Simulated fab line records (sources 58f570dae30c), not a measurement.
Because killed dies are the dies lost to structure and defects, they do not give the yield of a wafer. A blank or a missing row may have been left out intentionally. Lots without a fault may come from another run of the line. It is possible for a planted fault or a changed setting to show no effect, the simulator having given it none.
What tool caused it? -- flow berkeley_cmos170 -- 15 lots, 45 wafers sampled, at 3 steps of a route of 331

WHAT EACH GAUGE READ, for each wafer
UCB170_ACTIVE_OVL_MEAS_14. Usual: ACTIVE_OVL gives -6 nm (standard deviation 5.3).
lot,measured,on,ACTIVE_OVL (nm),flag
L450,day 5 02:07,overlay-02,-13 -8 -6,
L452,day 5 17:01,overlay-02,0 -2 2,
L453,day 5 17:16,overlay-01,-10 -4 -9,
L454,day 5 17:07,overlay-01,-9 -5 -1,
L455,day 6 01:04,overlay-01,-6 -2 -1,
L457,day 6 00:53,overlay-01,-5 0 -7,
L458,day 7 00:56,overlay-01,1 -9 2,
L461,day 7 07:37,overlay-02,-7 -24 -10,
L462,day 7 07:44,overlay-02,-7 -8 -11,
L464,day 7 08:00,overlay-02,-2 -10 -1,
L468,day 8 02:26,overlay-02,-9 0 1,
L466,day 8 13:32,overlay-02,-12 -19 -7,
L470,day 8 02:53,overlay-02,-9 -6 2,
L471,day 8 23:50,overlay-01,-14 -13 -8,
L473,day 9 10:34,overlay-02,-4 8 -3,

TOOL THAT RAN EACH LOT (tool first, then ch and the chambers of the sampled wafers, then the start)
lot,UCB170_NWELL_IMPLANT_14,UCB170_PWELL_STRIP_16
L450,"implanter-01 ch 0, day 2 11:38","plasma_asher-01 ch 0,1, day 3 08:54"
L452,"implanter-04 ch 0, day 2 22:25","plasma_asher-01 ch 0,1, day 3 19:05"
L453,"implanter-04 ch 0, day 3 05:55","plasma_asher-03 ch 0, day 4 04:07"
L454,"implanter-04 ch 0, day 3 10:40","plasma_asher-04 ch 0,1, day 4 04:31"
L455,"implanter-04 ch 0, day 3 15:07","plasma_asher-04 ch 1, day 4 15:41"
L457,"implanter-02 ch 0, day 3 15:49","plasma_asher-01 ch 0,1, day 4 15:56"
L458,"implanter-04 ch 0, day 4 11:52","plasma_asher-01 ch 0,1, day 5 16:28"
L461,"implanter-04 ch 0, day 4 22:55","plasma_asher-01 ch 0,1, day 5 22:52"
L462,"implanter-01 ch 0, day 5 13:46","plasma_asher-03 ch 0,1, day 6 02:18"
L464,"implanter-04 ch 0, day 5 13:47","plasma_asher-01 ch 0,1, day 6 02:47"
L468,"implanter-02 ch 0, day 6 01:12","plasma_asher-03 ch 0,1, day 6 23:59"
L466,"implanter-01 ch 0, day 6 01:43","plasma_asher-01 ch 0,1, day 7 00:15"
L470,"implanter-02 ch 0, day 6 08:04","plasma_asher-04 ch 0,1, day 7 00:07"
L471,"implanter-02 ch 0, day 6 15:01","plasma_asher-03 ch 1, day 7 08:29"
L473,"implanter-01 ch 0, day 7 04:14","plasma_asher-03 ch 0,1, day 8 00:20"
- UCB170_NWELL_IMPLANT_14
- UCB170_PWELL_STRIP_16: strips in O2.

WHAT THE TOOLS THEMSELVES READ (means of the sampled wafers that have a number; where no wafer has one, the mark that the record gives instead)
UCB170_NWELL_IMPLANT_14. Usual: 1.0001e+13 for dose_ions_cm2, sd 1.1e+10.
lot,tool,dose_ions_cm2,flag
L450,implanter-01,1.0003e+13,
L452,implanter-04,9.9957e+12,
L453,implanter-04,9.9950e+12,
L454,implanter-04,1.0011e+13,
L455,implanter-04,9.9937e+12,
L457,implanter-02,9.9963e+12,
L458,implanter-04,9.8113e+12,OFF
L461,implanter-04,9.8093e+12,OFF
L462,implanter-01,9.9960e+12,
L464,implanter-04,9.7897e+12,OFF
L468,implanter-02,1.0007e+13,
L466,implanter-01,9.9930e+12,
L470,implanter-02,1.0010e+13,
L471,implanter-02,9.9987e+12,
L473,implanter-01,9.9950e+12,

UCB170_PWELL_STRIP_16. Usual: drypump_motor_current_A 5.8 A, standard deviation 0.57; oes_product_au 0.721 a.u., standard deviation 0.0044; strip_time_to_endpoint_s 18.08 s, standard deviation 0.1.
lot,tool,drypump_motor_current_A (A),oes_product_au (a.u.),strip_time_to_endpoint_s (s),flag
L450,plasma_asher-01,5.5,0.721,18.11,
L452,plasma_asher-01,5.5,0.722,18.01,
L453,plasma_asher-03,5.4,0.721,18.09,
L454,plasma_asher-04,5.6,0.722,18.17,
L455,plasma_asher-04,6.7,0.720,18.06,
L457,plasma_asher-01,5.5,0.722,18.05,
L458,plasma_asher-01,5.5,0.718,18.12,
L461,plasma_asher-01,5.5,0.717,17.94,
L462,plasma_asher-03,5.8,0.725,18.22,
L464,plasma_asher-01,5.5,0.719,18.07,
L468,plasma_asher-03,6.2,0.719,18.02,
L466,plasma_asher-01,5.5,0.715,18.09,
L470,plasma_asher-04,5.6,0.717,17.99,
L471,plasma_asher-03,6.6,0.718,18.12,
L473,plasma_asher-03,5.8,0.728,18.05,

THE ANSWER, worked out from the rows above alone
Rule: a lot counts as off when the mean over its wafers that have a number is more than 3 standard deviations away from the usual mean. A lot without any number at a reading at which 4 lots or more have one is off too. The other lots that the step has rows for count as sound. After the gauges, taken in route order, come the tools' own readings; for these a lot's mean is taken, as printed above. The first step at which some lot is off is used, and at that step the reading that is off furthest; a lot without a number counts as furthest.
Off at UCB170_NWELL_IMPLANT_14 (dose_ions_cm2): L458, L461, L464.
A tool fits if, at that step or a process step before it, it ran every lot that is off, and no sound lot after the first of them. One candidate fits, namely implanter-04 at UCB170_NWELL_IMPLANT_14. A fault onset in the window from L455 (day 3 15:07, its last sound lot) to L458 (day 4 11:52, its first lot off) fits.
On the lots that are off, the tool's own readings at UCB170_NWELL_IMPLANT_14 differ by more than 5 times the standard deviation of the sound lots' means, which bears it out; dose_ions_cm2 reads 9.8034e+12 there versus 9.9995e+12 on the sound lots.

WHAT HAD BEEN PUT IN BY THE SIMULATOR
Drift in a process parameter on implanter-04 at UCB170_NWELL_IMPLANT_14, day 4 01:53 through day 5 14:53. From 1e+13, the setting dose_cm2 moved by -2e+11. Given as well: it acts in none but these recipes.
Struck lots among those shown: L458, L461, L464. The rule above reached the same finding.
